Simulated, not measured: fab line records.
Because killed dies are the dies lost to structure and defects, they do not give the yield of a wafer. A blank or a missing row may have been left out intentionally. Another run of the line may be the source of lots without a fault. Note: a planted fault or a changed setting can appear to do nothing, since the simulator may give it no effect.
Which tool was responsible? | flow rit-cmos | Sampling: 14 lots, 42 wafers, 2 of 202 route steps

WHAT THE GAUGES READ, wafer by wafer
The record holds no reading of a measuring or inspecting step that can be judged against a usual standard deviation.

WHAT TOOL EACH LOT RAN ON (gives the tool, then ch and the chambers of the sampled wafers, and finally the start)
lot  | RIT_GATE_WET_ETCH_00           | RIT_M1_PROBE_99
L584 | wet-bench-03 ch 2, day 2 08:16 | prober-01, day 3 10:43
L587 | wet-bench-02 ch 2, day 2 23:13 | prober-02, day 4 01:34
L588 | wet-bench-02 ch 1, day 3 03:27 | prober-01, day 4 03:58
L589 | wet-bench-03 ch 0, day 3 09:46 | prober-02, day 4 11:26
L590 | wet-bench-04 ch 1, day 3 13:49 | prober-01, day 4 14:17
L591 | wet-bench-04 ch 3, day 3 19:10 | prober-02, day 4 20:50
L592 | wet-bench-02 ch 2, day 4 00:11 | prober-01, day 5 03:32
L594 | wet-bench-02 ch 1, day 4 08:55 | prober-01, day 5 12:11
L596 | wet-bench-04 ch 1, day 4 19:25 | prober-01, day 5 22:53
L597 | wet-bench-02 ch 2, day 5 00:13 | prober-02, day 6 06:09
L598 | wet-bench-04 ch 2, day 5 05:20 | prober-01, day 6 08:59
L604 | wet-bench-03 ch 1, day 6 13:44 | prober-02, day 7 17:35
L605 | wet-bench-03 ch 3, day 6 17:29 | prober-01, day 7 23:35
L606 | wet-bench-03 ch 0, day 6 21:11 | prober-02, day 8 00:56
- RIT_GATE_WET_ETCH_00: etches SiO2 in BOE, target depth 56 nm, time 60 s.
- RIT_M1_PROBE_99

WHAT THE TOOLS THEMSELVES READ (means of the sampled wafers that have a number; where no wafer has one, the mark that the record gives instead)
RIT_M1_PROBE_99.
lot  | tool      | killed_at_M0_to_M3 | killed-at-contacts | killed-at-front-end | killed-dies | killed-on-rim | killed-open | killed-short
L584 | prober-01 | 0.0                | 0.0                | 4                   | 4           | 1.0           | 3.0         | 1.0
L587 | prober-02 | 0.0                | 0.3                | 8                   | 8           | 1.7           | 3.0         | 5.3
L588 | prober-01 | 0.0                | 0.0                | 5                   | 5           | 1.0           | 2.7         | 2.7
L589 | prober-02 | 0.0                | 0.0                | 6                   | 6           | 0.7           | 2.3         | 3.3
L590 | prober-01 | 0.0                | 0.0                | 6                   | 6           | 2.0           | 2.3         | 4.0
L591 | prober-02 | 0.0                | 0.0                | 7                   | 7           | 1.3           | 3.0         | 3.7
L592 | prober-01 | 0.0                | 0.0                | 6                   | 6           | 1.7           | 3.7         | 2.7
L594 | prober-01 | 0.0                | 0.0                | 7                   | 7           | 1.3           | 4.0         | 3.0
L596 | prober-01 | 0.0                | 0.0                | 33                  | 33          | 10.0          | 3.7         | 3.0
L597 | prober-02 | 0.0                | 0.0                | 8                   | 8           | 3.3           | 3.0         | 5.0
L598 | prober-01 | 0.3                | 0.3                | 38                  | 38          | 8.0           | 2.3         | 3.7
L604 | prober-02 | 0.0                | 0.0                | 10                  | 10          | 1.3           | 4.7         | 5.0
L605 | prober-01 | 0.0                | 0.0                | 6                   | 6           | 2.3           | 2.3         | 3.7
L606 | prober-02 | 0.0                | 0.0                | 6                   | 6           | 2.0           | 3.3         | 3.0

THE ANSWER, worked out from the rows above alone
Rule: usual is defined by the lots themselves. Put in order of their means at a reading, lots are off if they are a third of the lots or fewer, leave a main group of 4 or more, and stand apart from it by a gap of 3 or more times the standard deviation of the main group's means; of several such gaps the widest counts. If all means in a main group match to the digits the tables above print for the reading, that group is not used. A lot without any number at a reading at which 4 lots or more have one is off too. The other lots that the step has rows for count as sound. First the gauges in route order, then the tools' own readings, where a lot's mean is used as printed above. The first step at which some lot is off is used, and at that step the reading that is off furthest; a lot without a number counts as furthest.
Off: L596, L598, at RIT_M1_PROBE_99 (killed-at-front-end). The main group: mean 7, standard deviation 1.5.
If a tool, at that step or one of the process steps before it, ran each lot that is off and ran no sound lot following the first of them, it fits. One candidate fits, namely wet-bench-04 at RIT_GATE_WET_ETCH_00. A fault onset in the window from L591 (day 3 19:10, its last sound lot) to L596 (day 4 19:25, its first lot off) fits.

WHAT WAS PUT IN BY THE SIMULATOR
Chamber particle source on wet-bench-04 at RIT_GATE_WET_ETCH_00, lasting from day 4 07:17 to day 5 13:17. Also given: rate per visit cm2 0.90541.
Lots struck among those shown: L596, L598. The rule given above showed the same thing.
